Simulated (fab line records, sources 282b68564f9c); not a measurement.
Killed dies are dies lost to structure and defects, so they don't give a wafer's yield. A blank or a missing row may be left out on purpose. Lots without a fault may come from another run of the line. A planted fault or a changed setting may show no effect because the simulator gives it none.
Which tool did it? | flow rit_cmos | 15 lots, 45 wafers sampled, at 2 steps of a route of 202

WHAT THE GAUGES READ, wafer by wafer
The record holds no reading of a measuring or inspecting step that can be judged against a usual standard deviation.

WHICH TOOL RAN EACH LOT (tool, then ch and the chambers of the sampled wafers, then the start)
lot  | RIT_NLDD_HARDBAKE_07             | RIT_M1_PROBE_99
L997 | litho_track-04 ch 0, day 3 10:07 | prober-01, day 4 03:21
L999 | litho_track-04 ch 0, day 3 15:24 | prober-02, day 4 08:21
L101 | litho_track-04 ch 0, day 3 23:52 | prober-01, day 4 17:14
L102 | litho_track-03 ch 0, day 4 08:36 | prober-02, day 5 01:08
L103 | litho_track-03 ch 0, day 4 11:00 | prober-01, day 5 02:37
L105 | litho_track-04 ch 0, day 4 13:40 | prober-02, day 5 06:28
L104 | litho_track-03 ch 0, day 4 15:29 | prober-01, day 5 07:56
L110 | litho_track-03 ch 0, day 5 12:01 | prober-02, day 6 03:40
L111 | litho_track-03 ch 0, day 5 17:17 | prober-01, day 6 08:50
L112 | litho_track-04 ch 0, day 5 22:17 | prober-02, day 6 15:04
L114 | litho_track-01 ch 0, day 6 06:05 | prober-02, day 6 21:46
L115 | litho_track-04 ch 0, day 6 13:13 | prober-01, day 7 05:22
L116 | litho_track-01 ch 0, day 6 17:07 | prober-02, day 7 08:35
L118 | litho_track-01 ch 0, day 7 07:40 | prober-02, day 8 00:42
L120 | litho_track-01 ch 0, day 7 16:37 | prober-02, day 8 08:19
- RIT_NLDD_HARDBAKE_07: time 60 s.
- RIT_M1_PROBE_99

WHAT THE TOOLS THEMSELVES READ (means of the sampled wafers that have a number; where no wafer has one, the mark that the record gives instead)
RIT_NLDD_HARDBAKE_07. Usual: chill_plate_temp_C 22.99 C, standard deviation 0.093; heater_power_total_W 62.54 W, standard deviation 0.046; plate_temp_C 140.02 C, standard deviation 0.13.
lot  | tool           | chill_plate_temp_C (C) | heater_power_total_W (W) | plate_temp_C (C) | flag
L997 | litho_track-04 | 23.02                  | 62.54                    | 140.00           |
L999 | litho_track-04 | 22.89                  | 62.54                    | 139.87           |
L101 | litho_track-04 | 23.09                  | 62.55                    | 140.09           |
L102 | litho_track-03 | 22.97                  | 62.53                    | 140.03           |
L103 | litho_track-03 | 23.05                  | 62.51                    | 140.04           |
L105 | litho_track-04 | 22.87                  | 62.50                    | 140.16           |
L104 | litho_track-03 | 22.98                  | 63.80                    | 142.27           | OFF
L110 | litho_track-03 | 22.95                  | 63.80                    | 142.18           | OFF
L111 | litho_track-03 | 22.94                  | 63.83                    | 142.25           | OFF
L112 | litho_track-04 | 23.08                  | 62.53                    | 140.10           |
L114 | litho_track-01 | 22.99                  | 62.55                    | 139.80           |
L115 | litho_track-04 | 23.07                  | 62.55                    | 140.05           |
L116 | litho_track-01 | 22.93                  | 62.58                    | 140.04           |
L118 | litho_track-01 | 22.90                  | 62.57                    | 139.87           |
L120 | litho_track-01 | 23.01                  | 62.60                    | 140.08           |

RIT_M1_PROBE_99. Usual: killed_at_M0_to_M3 0.0, standard deviation 0.083; killed_at_contacts 0.1, standard deviation 0.38; killed_at_front_end 7, standard deviation 3.2; killed_dies 7, standard deviation 3.2; killed_open 3.6, standard deviation 2.1; killed_short 3.5, standard deviation 2.
lot  | tool      | killed_at_M0_to_M3 | killed_at_contacts | killed_at_front_end | killed_dies | killed_open | killed_short | flag
L997 | prober-01 | 0.0                | 0.0                | 3                   | 3           | 2.3         | 1.0          |
L999 | prober-02 | 0.0                | 0.0                | 6                   | 6           | 3.0         | 2.7          |
L101 | prober-01 | 0.0                | 0.0                | 8                   | 8           | 3.0         | 4.7          |
L102 | prober-02 | 0.0                | 0.0                | 8                   | 8           | 4.0         | 4.0          |
L103 | prober-01 | 0.0                | 0.0                | 7                   | 7           | 2.7         | 4.7          |
L105 | prober-02 | 0.0                | 0.0                | 6                   | 6           | 2.3         | 4.0          |
L104 | prober-01 | 0.0                | 0.0                | 6                   | 6           | 2.7         | 2.7          |
L110 | prober-02 | 0.0                | 0.0                | 6                   | 6           | 2.7         | 3.0          |
L111 | prober-01 | 0.0                | 0.0                | 7                   | 7           | 4.0         | 3.3          |
L112 | prober-02 | 0.0                | 0.3                | 7                   | 7           | 2.7         | 4.7          |
L114 | prober-02 | 0.0                | 0.0                | 6                   | 6           | 4.0         | 2.0          |
L115 | prober-01 | 0.0                | 0.0                | 9                   | 9           | 5.0         | 3.7          |
L116 | prober-02 | 0.0                | 0.0                | 11                  | 11          | 3.3         | 7.3          |
L118 | prober-02 | 0.3                | 0.3                | 5                   | 6           | 2.7         | 2.3          | OFF
L120 | prober-02 | 0.0                | 0.0                | 3                   | 3           | 1.0         | 2.3          |

THE ANSWER, worked out from the rows above alone
Rule: a lot is off if the mean of its wafers that have a number lies more than 3 standard deviations from the usual mean. A lot without any number at a reading at which 4 lots or more have one is off too. The other lots that the step has rows for count as sound. The gauges are gone through in route order, then the tools' own readings, and for those a lot's mean is taken as printed above. The first step at which some lot is off is used, and at that step the reading that is off furthest; a lot without a number counts as furthest.
Off: L104, L110, L111, at RIT_NLDD_HARDBAKE_07 (heater_power_total_W).
A tool fits if, at that step or a process step before it, it ran every lot that is off, and no sound lot after the first of them. One fits: litho_track-03 at RIT_NLDD_HARDBAKE_07. Its last sound lot is L103 (day 4 11:00), its first lot that is off L104 (day 4 15:29): a fault that began between those two fits.
The tool's own readings at RIT_NLDD_HARDBAKE_07 bear it out: on the lots that are off they differ by more than 5 times the standard deviation of the sound lots' means. heater_power_total_W reads 63.81 W there against 62.55 W on the sound lots; plate_temp_C reads 142.23 C there against 140.01 C on the sound lots.

WHAT THE SIMULATOR HAD PUT IN
Process parameter drift: litho_track-03, from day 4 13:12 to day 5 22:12, at RIT_NLDD_HARDBAKE_07. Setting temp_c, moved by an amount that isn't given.
Lots struck among those shown: L104, L110, L111. The rule above found the same.
